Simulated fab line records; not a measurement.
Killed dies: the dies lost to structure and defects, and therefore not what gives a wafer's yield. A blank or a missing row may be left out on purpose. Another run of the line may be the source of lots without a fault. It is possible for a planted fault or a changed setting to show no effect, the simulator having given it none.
fab line records -- flow ritCmos
record: lots: 7, wafers: 21, lastDay: 7
route steps=202 shown GATE@84 M1@202
lots that met no fault: from a run of the same line without faults
startH: start of the lot's first displayed wafer, in hours after the record's first day -- waitH: hours since the lot's step before -- " the same as in the row above -- L1.1+2: one row covering several wafers at once -- - no value, or no start given -- * or withheld: withheld -- < > ~ a bound
route shown NAME@n: a module of which the file shows steps, and the number in the route of the first -- usual: mean/standard deviation of fault-free wafers -- same: alike in all rows -- chamber/n: place in a boat -- sites: the reading at each site -- _std_site: the standard deviation of these -- _edge_site: outer sites' mean less inner sites' -- radiusMm: how far each site lies from the wafer's centre -- mask NAME#n: copy n -- behind: the tool/chamber that last shaped the wafer -- hold: reason for holding the lot/hours on hold/outcome of the hold -- device: transistor that didn't switch, given as n, p or np -- end of line: at the end of the route, the tests of the same wafers -- a step without rows: its recipe alone -- killed: dies that structure and defects cost at the first sort, which is not the same as the wafer's yield -- map: the dies of a wafer, with x for killed, . for not killed, _ for no die there
set.NAME: the setting as run; set.NAME@STEP: as run at that earlier step -- model.NAME: the simulator's own value behind a step, which no gauge read
certain route steps with their lots: each step a table, each wafer a row
services: a tool's chamber out of use, with start hour (startH, from the record's first day; less than 0 if before it), hours out, and reason
== steps ==
step: RIT_GATE_CVD_08
recipe: material: poly-Si, targetThkNm: 250, tempC: 610, precursor: SiH4, timeS: 2220, pressureMtorr: 300, sih4FlowSccm: 100
step: RIT_GATE_THK_MEAS_09
recipe: reads: poly-Si_of_GATE_CVD_08
usual: GATE_POLY_THK: 251.1/2.7
lot.wafer,tool,chamber,startH,waitH,GATE_POLY_THK[nm]
L910.1,filmMetro-01,-,35.19,0.0,249.1
L910.4,filmMetro-01,-,35.19,0.0,249.3
L910.6,filmMetro-01,-,35.19,0.0,249.6
L917.2,filmMetro-03,-,71.07,0.0,249.6
L917.4,filmMetro-03,-,71.07,0.0,249.7
L917.5,filmMetro-03,-,71.07,0.0,248.5
L920.4,filmMetro-02,-,85.56,0.0,248.3
L920.5,filmMetro-02,-,85.56,0.0,251.0
L920.6,filmMetro-02,-,85.56,0.0,247.2
L921.1,filmMetro-02,-,90.46,0.0,252.8
L921.2,filmMetro-02,-,90.46,0.0,252.5
L921.3,filmMetro-02,-,90.46,0.0,254.5
L922.1,filmMetro-03,-,99.31,0.0,248.9
L922.3,filmMetro-03,-,99.31,0.0,247.5
L922.5,filmMetro-03,-,99.31,0.0,247.1
L926.1,filmMetro-01,-,116.73,0.0,248.9
L926.3,filmMetro-01,-,116.73,0.0,251.0
L926.4,filmMetro-01,-,116.73,0.0,250.5
L933.3,filmMetro-02,-,151.39,0.0,249.3
L933.4,filmMetro-02,-,151.39,0.0,247.8
L933.5,filmMetro-02,-,151.39,0.0,248.1
step: RIT_GATE_HMDS_10
recipe: primeTimeS: 60, primeTempC: 140
step: RIT_GATE_COAT_11
recipe: resist: NOVOLAK, spinRpm: 4250, resistThkNm: 850
step: RIT_GATE_SOFTBAKE_12
recipe: resist: NOVOLAK, tempC: 90, timeS: 60
step: RIT_GATE_EXPOSE_13
recipe: maskId: M6, na: 0.6, sourceShape: conventional, sigmaOuter: 0.6, targetCdNm: 150, doseMj: 380
step: RIT_GATE_PEB_14
recipe: resist: NOVOLAK, tempC: withheld, timeS: withheld
step: RIT_GATE_DEVELOP_15
recipe: resist: NOVOLAK, developTimeS: 50, devTempC: 23
step: RIT_GATE_CD_MEAS_16
recipe: targetCdNm: 150
usual: cdNm: 150.3/2.2
lot.wafer,tool,chamber,startH,waitH,cdNm
L910.1,cdSem-01,-,36.38,-,150.6
L910.4,cdSem-01,-,36.38,-,152.0
L910.6,cdSem-01,-,36.38,-,151.8
L917.2,cdSem-02,-,72.11,-,150.7
L917.4,cdSem-02,-,72.11,-,148.5
L917.5,cdSem-02,-,72.11,-,151.4
L920.4,cdSem-02,-,86.50,-,159.6
L920.5,cdSem-02,-,86.50,-,156.0
L920.6,cdSem-02,-,86.50,-,155.8
L921.1,cdSem-02,-,91.37,-,153.9
L921.2,cdSem-02,-,91.37,-,154.0
L921.3,cdSem-02,-,91.37,-,153.4
L922.1,cdSem-01,-,100.35,-,149.6
L922.3,cdSem-01,-,100.35,-,150.3
L922.5,cdSem-01,-,100.35,-,149.2
L926.1,cdSem-02,-,117.68,-,150.4
L926.3,cdSem-02,-,117.68,-,149.0
L926.4,cdSem-02,-,117.68,-,150.7
L933.3,cdSem-02,-,152.66,-,147.2
L933.4,cdSem-02,-,152.66,-,147.2
L933.5,cdSem-02,-,152.66,-,146.9
step: RIT_GATE_OVL_MEAS_17
usual: GATE_OVL: -0.7/1.4
lot.wafer,tool,chamber,startH,waitH,GATE_OVL[nm]
L910.1,overlay-02,-,36.50,0.1,-1.3
L910.4,overlay-02,-,36.50,0.1,-1.2
L910.6,overlay-02,-,36.50,0.1,0.5
L917.2,overlay-02,-,72.22,0.1,-0.8
L917.4,overlay-02,-,72.22,0.1,-1.7
L917.5,overlay-02,-,72.22,0.1,-1.2
L920.4,overlay-01,-,86.58,0.1,-1.1
L920.5,overlay-01,-,86.58,0.1,-1.4
L920.6,overlay-01,-,86.58,0.1,-0.6
L921.1,overlay-02,-,91.49,0.1,-1.3
L921.2,overlay-02,-,91.49,0.1,-2.0
L921.3,overlay-02,-,91.49,0.1,-0.1
L922.1,overlay-02,-,100.47,0.1,-2.2
L922.3,overlay-02,-,100.47,0.1,-2.1
L922.5,overlay-02,-,100.47,0.1,-3.0
L926.1,overlay-02,-,117.80,0.1,-0.8
L926.3,overlay-02,-,117.80,0.1,-0.5
L926.4,overlay-02,-,117.80,0.1,-0.7
L933.3,overlay-01,-,152.76,0.1,-1.7
L933.4,overlay-01,-,152.76,0.1,-0.7
L933.5,overlay-01,-,152.76,0.1,-1.5
step: RIT_GATE_HARDBAKE_18
recipe: resist: NOVOLAK, tempC: 140, timeS: 60
step: RIT_GATE_ETCH_19
recipe: chemistry: SF6/CHF3/O2, timeS: 165, SF6_flow_sccm: 30, CHF3_flow_sccm: 30, O2_flow_sccm: 5, target: poly-Si, pressureMtorr: 40, rfW: 160, targetDepthA: 3125, overEtchFrac: 0.25, stopOn: SiO2
usual: drypumpMotorCurrentA: 5.6/0.38, oesProductAu: 0.851/0.016, throttleValvePct: 10.13/0.12
lot.wafer,tool,chamber,startH,waitH,drypumpMotorCurrentA,oesProductAu,rfHoursCounterH,throttleValvePct
L910.1,rieSi-01,0,36.68,0.1,5.4,0.851,131,10.12
L910.4,rieSi-01,3,36.68,0.1,5.7,0.848,1,10.32
L910.6,rieSi-01,0,36.68,0.1,5.4,0.860,-,10.11
L917.2,rieSi-02,3,72.40,0.1,5.5,0.845,69,10.24
L917.4,rieSi-02,2,72.40,0.1,5.3,0.851,141,9.96
L917.5,rieSi-02,3,72.40,0.1,5.4,0.847,-,10.22
L920.4,rieSi-01,3,86.74,0.1,5.7,0.852,2,10.31
L920.5,rieSi-01,2,86.74,0.1,5.8,0.821,-,9.99
L920.6,rieSi-01,3,86.74,0.1,5.7,0.851,-,10.31
L921.1,rieSi-02,1,91.68,0.1,5.6,0.876,26,10.16
L921.2,rieSi-02,2,91.68,0.1,5.3,0.856,141,9.95
L921.3,rieSi-02,0,91.68,0.1,6.5,0.834,106,10.04
L922.1,rieSi-01,2,100.65,0.1,5.8,0.820,6,10.00
L922.3,rieSi-01,3,100.65,0.1,5.7,0.837,2,10.32
L922.5,rieSi-01,0,100.65,0.1,5.4,0.854,-,10.13
L926.1,rieSi-01,3,117.99,0.1,5.7,0.847,2,10.33
L926.3,rieSi-01,2,117.99,0.1,5.8,0.827,7,9.99
L926.4,rieSi-01,0,117.99,0.1,5.4,0.858,-,10.13
L933.3,rieSi-02,0,152.93,0.1,6.5,0.836,106,10.08
L933.4,rieSi-02,1,152.93,0.1,5.6,0.854,-,10.15
L933.5,rieSi-02,0,152.93,0.1,6.5,0.829,-,10.06
step: RIT_GATE_STRIP_20
recipe: chemistry: O2, timeS: 180, resist: NOVOLAK, platenTempC: withheld, powerW: 500, pressureMtorr: 4000, o2FlowSccm: 4000
usual: drypumpMotorCurrentA: 5.9/0.56, o2FlowSccm: 4000/13
lot.wafer,tool,chamber,startH,waitH,drypumpMotorCurrentA,o2FlowSccm,rfHoursCounterH
L910.1,plasmaAsher-03,0,36.79,0.1,4.9,3998,23
L910.4,plasmaAsher-03,0,36.79,0.1,4.9,3989,-
L910.6,plasmaAsher-03,0,36.79,0.1,4.9,4005,-
L917.2,plasmaAsher-04,1,72.50,0.1,6.4,3989,44
L917.4,plasmaAsher-04,1,72.50,0.1,6.5,4010,-
L917.5,plasmaAsher-04,0,72.50,0.1,5.8,3206,-
L920.4,plasmaAsher-04,1,86.91,0.1,6.5,3996,-
L920.5,plasmaAsher-04,0,86.91,0.1,5.8,3184,-
L920.6,plasmaAsher-04,1,86.91,0.1,6.5,4013,-
L921.1,plasmaAsher-04,0,91.78,0.1,5.8,3221,47
L921.2,plasmaAsher-04,1,91.78,0.1,6.5,4011,47
L921.3,plasmaAsher-04,0,91.78,0.1,5.8,3223,-
L922.1,plasmaAsher-02,0,100.76,0.1,6.2,4004,43
L922.3,plasmaAsher-02,0,100.76,0.1,6.2,4001,-
L922.5,plasmaAsher-02,1,100.76,0.1,4.9,3991,-
L926.1,plasmaAsher-03,1,118.10,0.1,6.0,3989,32
L926.3,plasmaAsher-03,0,118.10,0.1,4.9,4007,-
L926.4,plasmaAsher-03,1,118.10,0.1,6.1,3999,-
L933.3,plasmaAsher-04,0,153.10,0.1,5.8,3983,-
L933.4,plasmaAsher-04,1,153.10,0.1,6.5,3988,-
L933.5,plasmaAsher-04,0,153.10,0.1,5.8,3993,-
step: RIT_GATE_CD_MEAS_90
recipe: targetCdNm: 150
usual: cdNm: 150.2/2.2
lot.wafer,tool,chamber,startH,waitH,cdNm
L910.1,cdSem-02,-,36.97,0.1,151.0
L910.4,cdSem-02,-,36.97,0.1,152.1
L910.6,cdSem-02,-,36.97,0.1,151.5
L917.2,cdSem-02,-,72.70,0.1,150.6
L917.4,cdSem-02,-,72.70,0.1,148.6
L917.5,cdSem-02,-,72.70,0.1,150.8
L920.4,cdSem-01,-,87.09,0.1,159.3
L920.5,cdSem-01,-,87.09,0.1,155.9
L920.6,cdSem-01,-,87.09,0.1,156.1
L921.1,cdSem-01,-,91.96,0.1,154.0
L921.2,cdSem-01,-,91.96,0.1,153.8
L921.3,cdSem-01,-,91.96,0.1,153.3
L922.1,cdSem-02,-,100.94,0.1,150.1
L922.3,cdSem-02,-,100.94,0.1,150.7
L922.5,cdSem-02,-,100.94,0.1,149.6
L926.1,cdSem-01,-,118.27,0.1,150.2
L926.3,cdSem-01,-,118.27,0.1,149.1
L926.4,cdSem-01,-,118.27,0.1,150.3
L933.3,cdSem-02,-,153.25,0.1,147.1
L933.4,cdSem-02,-,153.25,0.1,146.9
L933.5,cdSem-02,-,153.25,0.1,146.8
step: RIT_M1_PROBE_99
usual: killedAtFrontEnd: 7.1/3, killedDies: 7.3/3, killedOpen: 3.6/2, killedShort: 3.5/1.9
same: grossDies: 264, killed_at_M0_to_M3: 0, killed_at_M4_up: 0, killedAtBackSide: 0, killedAtContacts: 0, killedAtOther: 0
lot.wafer,tool,chamber,startH,waitH,killedAtFrontEnd,killedDies,killedOpen,killedShort,model.etest.nmos_0p15.driveUaUm,model.etest.npolyLine.lineOhmUm,model.etest.ppolyLine.lineOhmUm,model.etest.npolyLine.widthNm,model.etest.ppolyLine.widthNm,model.etest.ring.delayPs,model.etest.nmos_0p15.offLog10AUm,model.etest.ring.quietLog10A
L910.1,prober-01,-,56.91,0.1,8,8,4,3,459.7,164,160.6,102.9,103.6,27.79,-10.14,-7.828
L910.4,prober-01,-,57.06,0.2,17,17,8,8,468.6,168,161.7,104.3,104.4,27.41,-10.21,-7.865
L910.6,prober-01,-,57.16,0.2,7,7,1,6,457.9,166.1,164,104.2,104.5,28.03,-10.37,-7.979
L917.2,prober-02,-,92.64,0.1,11,11,8,3,451.7,163.1,158.9,101.5,102.6,27.97,-10.42,-7.858
L917.4,prober-02,-,92.74,0.2,8,8,4,3,457.5,166.7,161.4,100.8,100.9,27.21,-10.29,-7.794
L917.5,prober-02,-,92.79,0.2,13,13,7,5,452.4,163.5,157.2,102,102.7,27.85,-10.44,-7.938
L920.4,prober-01,-,108.64,0.2,6,6,3,3,426.3,151.6,145.8,110.6,111.5,30.37,-10.87,-8.513
L920.5,prober-01,-,108.69,0.2,9,9,5,4,427.7,156.9,150.4,107.6,108.3,29.65,-10.85,-8.432
L920.6,prober-01,-,108.74,0.2,12,12,8,4,436.9,157.5,153.6,107.6,108.7,29.32,-10.59,-8.289
L921.1,prober-02,-,112.54,0.1,8,8,3,5,453.2,157.1,151.7,106.5,106.4,28.23,-10.41,-8.052
L921.2,prober-02,-,112.59,0.1,6,6,3,3,452.7,158.3,153.8,106.4,106.6,28.4,-10.39,-8.02
L921.3,prober-02,-,112.64,0.2,8,8,4,4,448.2,157.8,155.7,105.8,106.2,28.43,-10.46,-8.034
L922.1,prober-01,-,122.15,0.1,6,6,0,6,450.2,168.5,161.1,100.9,102.8,27.69,-10.46,-7.91
L922.3,prober-01,-,122.25,0.2,3,3,1,2,451.8,167,161.4,101.8,102.7,27.65,-10.3,-7.991
L922.5,prober-01,-,122.35,0.2,2,2,2,0,452.5,170.5,163.9,100.6,101.2,27.37,-10.39,-8.012
L926.1,prober-01,-,138.37,0.1,5,5,4,1,461,168.3,161.4,103.5,103.3,27.68,-10.2,-7.872
L926.3,prober-01,-,138.47,0.2,6,6,5,1,480.7,168.6,159.9,101.3,102.6,26.84,-9.833,-7.587
L926.4,prober-01,-,138.52,0.2,4,4,1,3,469.6,165.3,159.2,102.5,103.1,27.45,-10.08,-7.809
L933.3,prober-02,-,173.07,0.2,10,10,7,3,494,174.3,165.3,98.76,100,26.11,-9.636,-7.519
L933.4,prober-02,-,173.12,0.2,5,5,1,4,493,173.7,168.4,98.74,99.63,26.38,-9.425,-7.294
L933.5,prober-02,-,173.17,0.2,12,12,2,10,498.9,172.1,166.3,99.06,99.97,26.22,-9.425,-7.297
killed by level:class
L910.1 GATE:geometricParticle:short=2 GATE:geometricParticle:open=2 FOX2:geometricParticle:open=1 FOX2:geometricParticle:short=1 GATE:coatMicrobubblePrinted=1 REOX:geometricParticle:open=1
L910.4 REOX:geometricParticle:short=3 FOX2:geometricParticle:open=2 GATE:geometricParticle:short=2 SPACER:geometricParticle:short=2 REOX:geometricParticle:open=2 SPACER:geometricParticle:open=2 FOX1:geometricParticle:open=1 GATE:geometricParticle:open=1
L910.6 GATE:geometricParticle:short=3 SPACER:geometricParticle:short=2 FOX2:geometricParticle:open=1 REOX:geometricParticle:short=1
L917.2 REOX:geometricParticle:open=6 FOX2:geometricParticle:open=1 GATE:geometricParticle:short=1 REOX:geometricParticle:short=1 SILICIDE:geometricParticle:short=1 SILICIDE:geometricParticle:open=1
L917.4 SPACER:geometricParticle:open=2 FOX2:geometricParticle:short=1 GATE:geometricParticle:short=1 GATE:geometricParticle:open=1 REOX:geometricParticle:open=1 SPACER:geometricParticle:short=1 GATE:coatMicrobubblePrinted=1
L917.5 GATE:geometricParticle:short=3 GATE:geometricParticle:open=3 SPACER:geometricParticle:open=2 FOX1:geometricParticle:open=1 REOX:geometricParticle:short=1 REOX:geometricParticle:open=1 SILICIDE:geometricParticle:short=1 GATE:coatMicrobubblePrinted=1
L920.4 SILICIDE:geometricParticle:open=2 SILICIDE:geometricParticle:short=2 FOX1:geometricParticle:open=1 GATE:geometricParticle:short=1
L920.5 SILICIDE:geometricParticle:open=3 FOX1:geometricParticle:short=1 FOX1:geometricParticle:open=1 GATE:geometricParticle:short=1 REOX:geometricParticle:open=1 REOX:geometricParticle:short=1 SPACER:geometricParticle:short=1
L920.6 REOX:geometricParticle:open=3 SILICIDE:geometricParticle:open=3 SILICIDE:geometricParticle:short=2 FOX1:geometricParticle:short=1 GATE:geometricParticle:open=1 REOX:geometricParticle:short=1 SPACER:geometricParticle:open=1
L921.1 SILICIDE:geometricParticle:open=2 GATE:geometricParticle:short=2 REOX:geometricParticle:short=2 GATE:geometricParticle:open=1 SPACER:geometricParticle:short=1
L921.2 GATE:geometricParticle:open=2 SILICIDE:geometricParticle:short=2 GATE:geometricParticle:short=1 SILICIDE:geometricParticle:open=1
L921.3 GATE:geometricParticle:short=2 GATE:geometricParticle:open=2 FOX1:geometricParticle:open=1 FOX2:geometricParticle:open=1 REOX:geometricParticle:short=1 SILICIDE:geometricParticle:short=1
L922.1 GATE:geometricParticle:short=3 REOX:geometricParticle:short=3
L922.3 FOX1:geometricParticle:short=1 GATE:geometricParticle:short=1 REOX:geometricParticle:open=1
L922.5 GATE:geometricParticle:open=1 SILICIDE:geometricParticle:open=1
L926.1 GATE:geometricParticle:open=3 FOX1:geometricParticle:open=1 FOX1:geometricParticle:short=1
L926.3 GATE:geometricParticle:open=2 FOX2:geometricParticle:open=1 REOX:geometricParticle:open=1 SPACER:geometricParticle:short=1 SPACER:geometricParticle:open=1
L926.4 GATE:geometricParticle:short=2 GATE:geometricParticle:open=1 REOX:geometricParticle:short=1
L933.3 REOX:geometricParticle:open=3 GATE:geometricParticle:open=2 FOX1:geometricParticle:short=1 REOX:geometricParticle:short=1 SPACER:geometricParticle:short=1 SPACER:geometricParticle:open=1 SILICIDE:geometricParticle:open=1
L933.4 SILICIDE:geometricParticle:short=2 FOX1:geometricParticle:open=1 GATE:geometricParticle:short=1 REOX:geometricParticle:short=1
L933.5 FOX1:geometricParticle:short=3 REOX:geometricParticle:short=3 FOX2:geometricParticle:short=2 FOX1:geometricParticle:open=1 GATE:geometricParticle:open=1 GATE:geometricParticle:short=1 SPACER:geometricParticle:short=1
== services ==
tool,chamber,startH,hours,kind
rieSi-01,2,12.72,6.2,repair
plasmaAsher-03,-,44.61,4.5,repair
rieSi-02,3,89.89,4.7,repair
rieSi-01,1,107.84,37.5,repair
plasmaAsher-02,-,108.75,9.0,pm
plasmaAsher-02,0,108.75,9.0,ventCycle
plasmaAsher-02,1,108.75,9.0,ventCycle
plasmaAsher-03,-,110.13,0.6,repair
plasmaAsher-02,0,117.75,-,clean
plasmaAsher-02,1,117.75,-,clean
plasmaAsher-02,-,120.17,14.6,pm
rieSi-02,0,149.87,2.1,repair
rieSi-02,2,151.96,-,clean
== key ==
firstSign: step: RIT_GATE_STRIP_20, reading: o2FlowSccm, direction: down, sigmas: 62, usual: 4000, struck: 3208
effect none on later readings
modelEffect: step: RIT_M1_PROBE_99, value: etest.nmos_0p15.driveUaUm, without: 459.1, struck: 445.4
metAt RIT_GATE_STRIP_20
struckWafers L917.5,L920.5,L921.1,L921.3
testerLeftOut L917,L920,L921
loopTrim: step: RIT_GATE_EXPOSE_13, setting: dose, lots: L920,L921
fault: kind: processParameterDrift, tool: plasmaAsher-04, chamber: 0, onsetH: 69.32, steps: RIT_GATE_STRIP_20, channel: o2FlowSccm, offset: -800, shape: step, endH: 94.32, actsIn: theseRecipesOnly, stated: 4000
testerLeftOut: of these lots the tester's yield and bins aren't shown, on N5 and GAA mostly nor the transistor test; their killed dies are dies lost to structure and defects alone, not to doping, threshold or leakage, so they don't give the yield
loopTrim: a control loop set the setting to another value than it would have without faults
